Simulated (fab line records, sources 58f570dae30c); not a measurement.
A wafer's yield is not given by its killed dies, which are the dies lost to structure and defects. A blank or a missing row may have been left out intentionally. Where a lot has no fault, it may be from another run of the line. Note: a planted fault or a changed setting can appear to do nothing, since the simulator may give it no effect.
One fault seen from 2 desks | flow berkeley cmos170 | each desk holds nothing but its own numbers, with what lay behind them at the end

## AT THE TOOL OWNER'S DESK: rie metal-03
The tool's own readings at UCB170_M1_METAL_ETCH_12 (etches Al in Cl2/BCl3, stops on PSG, target depth 780 nm, time 130 s): means of the sampled wafers that have a number, for each lot that ran on this tool. Any lot whose mean is over 4 standard deviations away from the usual mean is out of limits and marked OUT; that distance is given in the brackets.
Columns: A = drypump motor current A at UCB170_M1_METAL_ETCH_12, usual 5.7 A; B = oes product au at UCB170_M1_METAL_ETCH_12, usual 0.853 a.u.; C = run length s at UCB170_M1_METAL_ETCH_12, usual 158.2 s; D = throttle valve pct at UCB170_M1_METAL_ETCH_12, usual 24.38 %
lot  | first seen here | A   | B                | C               | D
L490 | day 7 10:44     | 6.0 | 0.825            | 158.6           | 24.35
L495 | day 8 13:15     | 6.2 | 0.844            | 158.6           | 24.35
L497 | day 8 15:09     | 6.2 | 0.856            | 158.4           | 24.35
L504 | day 10 06:49    | 6.2 | 0.934 (+4.8) OUT | 141.6 (-32) OUT | 24.30
L505 | day 10 08:39    | 6.2 | 0.902            | 150.2 (-16) OUT | 24.32
This desk's finding: out of limits on L504, L505; first on L504, day 10 06:49 (oes product au at UCB170_M1_METAL_ETCH_12). L490, L495, L497 stayed within limits.

## FROM THE METROLOGY DESK
Means of the sampled wafers that have a number, per lot and without regard to the tool the lot ran on: this is what the gauges read. Any lot whose mean is over 4 standard deviations away from the usual mean is out of limits and marked OUT; that distance is given in the brackets.
Columns: A = cd nm at UCB170_M1_CD_MEAS_90, usual 699.5 nm; B = V1_BOW at UCB170_V1_BOW_MEAS_03, usual 18 um
lot  | first seen here | A     | B
L490 | day 7 10:59     | 699.1 | 22
L489 | day 7 11:15     | 700.5 | 24
L494 | day 8 01:01     | 700.5 | 18
L492 | day 8 03:46     | 698.4 | 14
L495 | day 8 13:29     | 698.9 | 13
L497 | day 8 15:23     | 696.9 | 17
L498 | day 9 02:37     | 699.6 | 20
L500 | day 9 06:52     | 701.0 | 21
L504 | day 10 07:04    | 703.5 | 16
L505 | day 10 08:53    | 700.8 | 20
L508 | day 10 20:41    | 699.7 | 24
L509 | day 11 11:56    | 702.0 | 21
L510 | day 11 21:20    | 700.2 | 20
L512 | day 11 23:17    | 695.8 | 9
Result from this desk: across the 14 lots, nothing is out of limits.

## ALL TOGETHER
The tool owner's desk had the chance to raise an alarm at day 10 06:49 on L504, L505.
The metrology desk saw nothing out of limits.
The metrology desk has L504, L505 on record, within its limits.
All the named lots went through UCB170_M1_METAL_ETCH_12 on rie metal-03.

## WHAT THE SIMULATOR PUT IN
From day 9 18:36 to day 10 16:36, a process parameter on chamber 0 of rie metal-03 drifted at UCB170_M1_METAL_ETCH_12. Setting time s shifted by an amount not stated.
Shown lots that were struck: L504, L505.
Hours from the fault's start to each desk's first reading out of limits: the tool owner's desk, 12.
